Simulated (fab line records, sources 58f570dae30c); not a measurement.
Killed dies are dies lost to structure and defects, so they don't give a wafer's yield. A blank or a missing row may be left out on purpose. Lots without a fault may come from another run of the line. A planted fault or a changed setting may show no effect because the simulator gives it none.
A struck lot beside a sound one | flow berkeley_cmos170 | 31 steps out of a route of 331
Sound: wafers L495.1, L495.3, L495.4. Struck: wafers L512.3, L512.5, L512.6. The cause comes at the end.
At each step with rows: each side's tool, then ch and its chambers, then its first start. Under that, the readings that differ: sound wafers | struck wafers | difference of the means | sigmas: that difference in standard deviations of wafers without a fault.
alike: readings whose means differ by less than 2 such deviations, and words and numbers that are the same on both sides. not compared: withheld readings, readings that some wafer has no value for, bounds like >300 that may hide the same value, and numbers for which the record gives no deviation and whose values overlap.
The two part at a step that has a row with sigmas, a row that says differs or no value, or rows on one side only. Numbers that don't overlap but have no deviation are shown without sigmas and don't part them. A reading that every wafer of one side lacks parts them only if that side has two wafers or more.

UCB170_SDANNEAL_RTA_01: time 5 s.
  sound on rtp_anneal-01 ch 0, day 7 08:23; struck on rtp_anneal-02 ch 0, day 10 21:39
  reading            | sound          | struck         | difference | sigmas
  lamp_power_pct (%) | 34.1 34.1 34.2 | 31.6 31.6 31.6 | -2.5       | -2
  alike: wafer_temp_C_max
UCB170_SDANNEAL_RS_MEAS_02: measures by four-point-probe.
  sound on film_metro-02, day 7 08:26; struck on film_metro-04, day 10 21:44
  alike: PSD_RS
UCB170_SDANNEAL_RS_MEAS_03: measures by four-point-probe.
  sound on film_metro-02, day 7 08:34; struck on film_metro-04, day 10 21:51
  alike: NSD_RS
UCB170_SDANNEAL_RS_MEAS_04: measures by four-point-probe.
  sound on film_metro-02, day 7 08:41; struck on film_metro-04, day 10 21:58
  alike: PLDD_RS
UCB170_SDANNEAL_RS_MEAS_05: measures by four-point-probe.
  sound on film_metro-02, day 7 08:48; struck on film_metro-04, day 10 22:05
  alike: NLDD_RS
then, 1 step without rows for these wafers: UCB170_SILICIDE_PRE_CLEAN_00 (preclean etch time 60 s).
UCB170_SILICIDE_SPUTTER_01: material Ti, target thk 30 nm, time 23.83 s.
  sound on pvd_sputter-02, day 7 08:59; struck on pvd_sputter-02, day 10 22:14
  alike: throttle_valve_pct
UCB170_SILICIDE_RS_MEAS_02: measures by four-point-probe.
  sound on film_metro-02, day 7 09:01; struck on film_metro-01, day 10 22:19
  alike: SILICIDE_TI_RS
UCB170_SILICIDE_THK_MEAS_03: measures by xrf.
  sound on film_metro-02, day 7 09:08; struck on film_metro-01, day 10 22:25
  alike: SILICIDE_TI_THK
UCB170_SILICIDE_RTA_04: time 15 s.
  sound on rtp_anneal-02 ch 0, day 7 09:12; struck on rtp_anneal-02 ch 0, day 10 22:29
  alike: lamp_power_pct, wafer_temp_C_max
then, 2 steps without rows for these wafers: UCB170_SILICIDE_WET_ETCH_05 (etches Ti in SPM, time 45 s); UCB170_CONTACT_CLEAN_00 (cleans in SPM, time 600 s).
UCB170_CONTACT_CVD_01: deposits PSG from SiH4/O2/PH3, target thk 700 nm, time 2820 s.
  sound on lpcvd-01 ch 0, day 7 10:08; struck on lpcvd-01 ch 1, day 10 23:38
  reading                                 | sound             | struck            | difference | sigmas
  pressure_mtorr (mTorr)                  | 300.1 299.1 299.9 | 450.4 450.9 450.1 | +150.8     | +99 or more
  model.PSG_of_CONTACT_CVD_01.thk_nm (nm) | 696.8 699.3 697   | 865.5 861.6 858.6 | +164.2     |
UCB170_CONTACT_THK_MEAS_02:
  sound on film_metro-01, day 7 11:55; struck on film_metro-03, day 11 01:26
  reading              | sound       | struck      | difference | sigmas
  CONTACT_PSG_THK (nm) | 698 700 696 | 865 862 859 | +164       | +28
then, 12 steps without rows for these wafers: UCB170_CONTACT_HMDS_03 (prime time 60 s); UCB170_CONTACT_COAT_04 (resist thk 900 nm); UCB170_CONTACT_SOFTBAKE_05 (time 60 s); UCB170_CONTACT_STRIP_06 (strips in O2); UCB170_CONTACT_CLEAN_07 (cleans in SPM, time 600 s); UCB170_CONTACT_RTA_08 (time 10 s); UCB170_CONTACT_COAT_09; UCB170_CONTACT_COAT_10 (resist thk 900 nm); UCB170_CONTACT_SOFTBAKE_11 (time 60 s); UCB170_CONTACT_EXPOSE_12 (exposes mask CONT, target cd 700 nm); UCB170_CONTACT_PEB_13; UCB170_CONTACT_DEVELOP_14 (develop time 45 s).
UCB170_CONTACT_CD_MEAS_15: target cd 700 nm.
  sound on cd_sem-02, day 7 13:56; struck on cd_sem-02, day 11 03:40
  alike: cd_nm
UCB170_CONTACT_OVL_MEAS_16:
  sound on overlay-01, day 7 14:04; struck on overlay-02, day 11 03:46
  alike: CONTACT_OVL
UCB170_CONTACT_ETCH_17: etches BARC in N2/H2.
  sound on rie_diel-01 ch 1,2,3, day 7 14:06; struck on rie_diel-02 ch 0,1, day 11 03:47
  alike: drypump_motor_current_A, oes_product_au, throttle_valve_pct
UCB170_CONTACT_ETCH_18: etches PSG in CHF3/CF4/Ar, stops on TiSi2, target depth 840 nm, time 195 s.
  sound on rie_diel-01 ch 1,2,3; struck on rie_diel-02 ch 0,1
  reading                             | sound             | struck            | difference | sigmas
  oes_product_au (a.u.)               | 0.898 0.892 0.895 | 0.990 1.018 0.984 | +0.102     | +9
  model.etch.depth_nm (nm)            | 696.8 699.3 697   | 844.1 839.6 841.1 | +143.9     |
  model.CONTACT.feature_depth_nm (nm) | 696.8 699.3 697   | 844.1 839.6 841.1 | +143.9     |
  alike: cf4_flow_sccm, drypump_motor_current_A, throttle_valve_pct
  not compared: rf_hours_counter_h
UCB170_CONTACT_STRIP_19: strips in O2.
  sound on plasma_asher-02 ch 0,1, day 7 14:16; struck on plasma_asher-02 ch 0,1, day 11 03:59
  alike: drypump_motor_current_A, oes_product_au
  not compared: rf_hours_counter_h

WHERE THEY PART
First at UCB170_SDANNEAL_RTA_01; last, within this record, at UCB170_CONTACT_ETCH_18. Later steps at which nothing parts them and some readings are alike: UCB170_CONTACT_STRIP_19.

WHY: what the simulator had put in
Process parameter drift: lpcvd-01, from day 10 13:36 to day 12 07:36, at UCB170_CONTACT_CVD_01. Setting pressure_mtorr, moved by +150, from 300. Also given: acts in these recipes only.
